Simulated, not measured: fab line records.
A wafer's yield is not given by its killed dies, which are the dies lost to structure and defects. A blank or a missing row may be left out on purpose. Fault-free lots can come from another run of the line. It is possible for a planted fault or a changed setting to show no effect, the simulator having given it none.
Which tool is to blame? | flow rit cmos | Sampling: 14 lots, 42 wafers, 3 of 202 route steps

WHAT THE GAUGES SHOWED, per wafer
RIT_NWELL_TW_MEAS_10.
lot  | measured    | on            | NWELL_TW
L845 | day 1 22:23 | film metro-03 | 2156 2158 2151
L846 | day 2 02:25 | film metro-04 | 2146 2140 2142
L847 | day 2 12:08 | film metro-03 | 2162 2161 2165
L848 | day 2 14:46 | film metro-04 | 2142 2149 2141
L849 | day 2 18:14 | film metro-03 | 2157 2157 2145
L850 | day 3 00:53 | film metro-04 | 2130 2129 2120
L852 | day 3 11:36 | film metro-03 | 2164 2153 2153
L853 | day 3 17:57 | film metro-01 | 2147 2154 2144
L854 | day 3 21:01 | film metro-03 | 2163 2157 2160
L856 | day 4 08:04 | film metro-03 | 2158 2156 2164
L858 | day 4 16:29 | film metro-01 | 2137 2139 2131
L862 | day 5 11:59 | film metro-04 | 2201 2191 2196
L864 | day 5 21:37 | film metro-01 | 2217 2208 2207
L868 | day 6 19:56 | film metro-01 | 2146 2138 2134

RIT_WELLDRIVE_RS_MEAS_01: measurement is done with a four-point probe.
lot  | measured    | on            | NWELL_RS (ohm/sq)
L845 | day 2 05:05 | film metro-03 | 275.9 275.8 275.8
L846 | day 2 11:06 | film metro-03 | 275.5 275.3 276.4
L847 | day 2 19:25 | film metro-03 | 274.3 274.9 274.5
L848 | day 2 23:25 | film metro-04 | 275.2 274.3 274.3
L849 | day 3 01:04 | film metro-03 | 277.0 276.9 277.5
L850 | day 3 07:35 | film metro-04 | 276.4 276.0 275.1
L852 | day 3 20:28 | film metro-04 | 274.5 276.0 276.0
L853 | day 4 01:35 | film metro-01 | 276.1 276.3 276.6
L854 | day 4 06:27 | film metro-04 | 275.5 275.5 275.6
L856 | day 4 14:53 | film metro-04 | 276.6 276.1 276.2
L858 | day 5 00:23 | film metro-03 | 274.9 275.3 276.1
L862 | day 5 19:17 | film metro-03 | 258.6 258.8 258.5
L864 | day 6 04:49 | film metro-03 | 258.0 257.6 258.5
L868 | day 7 03:32 | film metro-04 | 275.9 275.0 275.1

WHICH TOOL RAN EACH LOT (tool, then ch and the chambers of the sampled wafers, then the start)
lot  | RIT_NWELL_IMPLANT_08
L845 | implanter-04 ch 0, day 1 22:04
L846 | implanter-04 ch 0, day 2 02:06
L847 | implanter-02 ch 0, day 2 11:50
L848 | implanter-04 ch 0, day 2 14:26
L849 | implanter-04 ch 0, day 2 17:55
L850 | implanter-04 ch 0, day 3 00:34
L852 | implanter-01 ch 0, day 3 11:08
L853 | implanter-01 ch 0, day 3 17:38
L854 | implanter-02 ch 0, day 3 20:41
L856 | implanter-01 ch 0, day 4 07:45
L858 | implanter-02 ch 0, day 4 16:11
L862 | implanter-04 ch 0, day 5 11:42
L864 | implanter-04 ch 0, day 5 21:17
L868 | implanter-01 ch 0, day 6 19:37
- RIT_NWELL_IMPLANT_08

AS READ BY THE TOOLS THEMSELVES (means over the sampled wafers that have a number; for cases with no such wafer, the mark the record gives instead)
RIT_NWELL_IMPLANT_08.
lot  | tool         | beam on s (s) | end station pressure torr (Torr) | faraday current uA
L845 | implanter-04 | 10.04         | 5.06e-06                         | 158
L846 | implanter-04 | 9.93          | 5.16e-06                         | 160
L847 | implanter-02 | 9.98          | 5.18e-06                         | 159
L848 | implanter-04 | 10.09         | 5.07e-06                         | 157
L849 | implanter-04 | 9.98          | 5.06e-06                         | 159
L850 | implanter-04 | 10.06         | 4.89e-06                         | 157
L852 | implanter-01 | 10.02         | 5.20e-06                         | 159
L853 | implanter-01 | 9.98          | 5.14e-06                         | 159
L854 | implanter-02 | 10.15         | 5.19e-06                         | 156
L856 | implanter-01 | 9.96          | 5.24e-06                         | 159
L858 | implanter-02 | 9.92          | 5.21e-06                         | 160
L862 | implanter-04 | 10.92         | 5.18e-05                         | 146
L864 | implanter-04 | 10.88         | 5.03e-05                         | 148
L868 | implanter-01 | 9.93          | 4.95e-06                         | 159

THE ANSWER, worked out from the rows above alone
Rule: what is usual is taken from the lots themselves. Put in order of their means at a reading, lots are off if they are a third of the lots or fewer, leave a main group of 4 or more, and stand apart from it by a gap of 3 or more times the standard deviation of the main group's means; of several such gaps the widest counts. A main group is skipped when, at the precision printed for the reading in the tables above, its means are all equal. A lot without any number at a reading at which 4 lots or more have one is off too. Any other lot the step has rows for is counted as sound. First the gauges in route order, then the tools' own readings, where a lot's mean is used as printed above. At the first step where some lot is off, the reading lying furthest off is the one used; lots without a number count as furthest.
Off: L862, L864, at RIT_NWELL_TW_MEAS_10 (NWELL_TW). The main group: mean 2149, standard deviation 11.
If a tool, at a process step before that reading, ran all the lots that are off and no sound lot after the first of them, it fits. Not tried: the gauges at RIT_NWELL_TW_MEAS_10; whatever is off there is also off at RIT_WELLDRIVE_RS_MEAS_01, on other tools, and gauge error can't account for it. One candidate fits, namely implanter-04 at RIT_NWELL_IMPLANT_08. Its last sound lot is L850 (day 3 00:34), its first lot that is off L862 (day 5 11:42): a fault that began between those two fits.
The tool's own readings at RIT_NWELL_IMPLANT_08 bear it out: on the lots that are off they differ by more than 5 times the standard deviation of the sound lots' means. beam on s reads 10.90 s there against 10.00 s on the sound lots; end station pressure torr reads 5.11e-05 Torr there against 5.11e-06 Torr on the sound lots; faraday current uA reads 147 there against 158 on the sound lots.

WHAT HAD BEEN PUT IN BY THE SIMULATOR
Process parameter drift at RIT_NWELL_IMPLANT_08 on implanter-04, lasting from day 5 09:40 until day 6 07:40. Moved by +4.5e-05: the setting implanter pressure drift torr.
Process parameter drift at RIT_NWELL_IMPLANT_08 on implanter-04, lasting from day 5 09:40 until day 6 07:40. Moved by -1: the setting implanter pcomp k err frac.
Shown lots that were struck: L862, L864. The rule above found the same.
